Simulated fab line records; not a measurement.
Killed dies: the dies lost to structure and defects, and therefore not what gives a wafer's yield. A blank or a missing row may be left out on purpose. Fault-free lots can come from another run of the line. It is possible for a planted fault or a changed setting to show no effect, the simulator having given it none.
Problem report, 8D (eight disciplines) form, completed by code || flow berkeley_cmos170 || the parts of the form that need people (team, actions taken, sign-off) are left out

## 1. THE ISSUE
Across 6 wafers from 2 lots, NSD_RS at UCB170_SDANNEAL_RS_MEAS_03 averages 42.73 ohm/sq, while fault-free wafers read 37.26 ohm/sq with a standard deviation of 0.08. That is +68 standard deviations from the usual mean.
The step: measures by four-point-probe.
First observed at day 10 09:49: wafer L679.1, on film_metro-02. The record holds 42 wafers of 14 lots with a number at this step. The rule behind "out" and "out of limits": a value lying over 4 standard deviations away from the usual mean. All remaining wafers that have a number are taken as sound.

## 2. WHAT IT IS AND WHAT IT IS NOT
{"question": "which readings at this step", "is": "NSD_RS", "is not": "-"}
{"question": "which lots", "is": "L679, L685", "is not": "L668, L669, L670, L671, L673, L674, L675, L677, L681, L688, L689, L690"}
{"question": "which wafers of those lots", "is": "all that have a number", "is not": "-"}
{"question": "read on which gauges", "is": "film_metro-02", "is not": "film_metro-01, film_metro-03"}
{"question": "when", "is": "from day 10 09:49", "is not": "up to then (24 sound wafers); but 12 sound wafers of L681, L688, L689, L690 came after"}

## 3. WHAT RULES OUT EACH SUSPECT
Counting: any tool at a process step up to the reading is kept as a suspect provided that every lot that is out went through it and no sound lot did after the first of them.
- ruled out: the gauge at UCB170_SDANNEAL_RS_MEAS_03. All the wafers that are out were read on film_metro-02, but those of them that UCB170_NSD_IMPLANT_08 has rows for are out there too, on other tools.
- implanter-03 at UCB170_NSD_IMPLANT_08: kept. Every lot that is out went through it, starting with L679 (day 10 08:22), and after that it ran no sound lot; the last sound lot it ran before then is L677 (day 9 18:16). On those wafers its own readings are out: beam_on_s, faraday_current_uA.
Left after counting: implanter-03 at UCB170_NSD_IMPLANT_08.

## 4. THE CAUSE (what the simulator had put in)
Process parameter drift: implanter-03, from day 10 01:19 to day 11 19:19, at UCB170_NSD_IMPLANT_08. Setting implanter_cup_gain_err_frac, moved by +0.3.
Only this tool survived the counting.

## 5. THE CHAIN OF EFFECTS, in route order
One row per reading whose mean, taken over the struck wafers that have a number, lies over 3 standard deviations from the usual. Only readings for which the record gives a usual standard deviation are gone through. hours: the time from each lot's start at the first step in this table that gives one to its start at this step, as a median over the lots. sigmas: the change in usual standard deviations.
{"hours": 0, "step": "UCB170_NSD_IMPLANT_08", "reading": "beam_on_s", "usual": "10.04 s", "on struck wafers": 7.68, "change": -2.36, "sigmas": -12}
{"hours": 0, "step": "UCB170_NSD_IMPLANT_08", "reading": "faraday_current_uA", "usual": 9221, "on struck wafers": 12045, "change": "+2824", "sigmas": "+16"}
{"hours": 0, "step": "UCB170_NSD_STRIP_09", "reading": "oes_product_au", "usual": "0.534 a.u.", "on struck wafers": 0.554, "change": "+0.020", "sigmas": "+4.5"}
{"hours": 0, "step": "UCB170_NSD_STRIP_09", "reading": "strip_time_to_endpoint_s", "usual": "35.80 s", "on struck wafers": 33.39, "change": -2.41, "sigmas": -32}
{"hours": 2, "step": "UCB170_SDANNEAL_RS_MEAS_03", "reading": "NSD_RS", "usual": "37.26 ohm/sq", "on struck wafers": 42.73, "change": "+5.47", "sigmas": "+68"}
Its process steps:
- UCB170_NSD_IMPLANT_08
- UCB170_NSD_STRIP_09: strips in O2.
Later measuring or inspecting steps at which every struck wafer that the step has a row for has a number for every such reading, and none has moved that far: UCB170_M1_CD_MEAS_09, UCB170_V1_OVL_MEAS_13.

## 6. WHAT WOULD HAVE CAUGHT IT SOONER
In this record the first reading out of limits at a measuring or inspecting step was taken at day 10 09:49, 8 hours after the fault began at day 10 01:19.
At UCB170_NSD_IMPLANT_08, the tool's own readings (beam_on_s, faraday_current_uA) were out on each struck wafer the step has a row for, so an alarm limit on them would have fired on the first such wafer.
Of the lots that are out (2), L685 began UCB170_NSD_IMPLANT_08 on implanter-03 after day 10 09:49. Holding the tool at that time would have saved it.
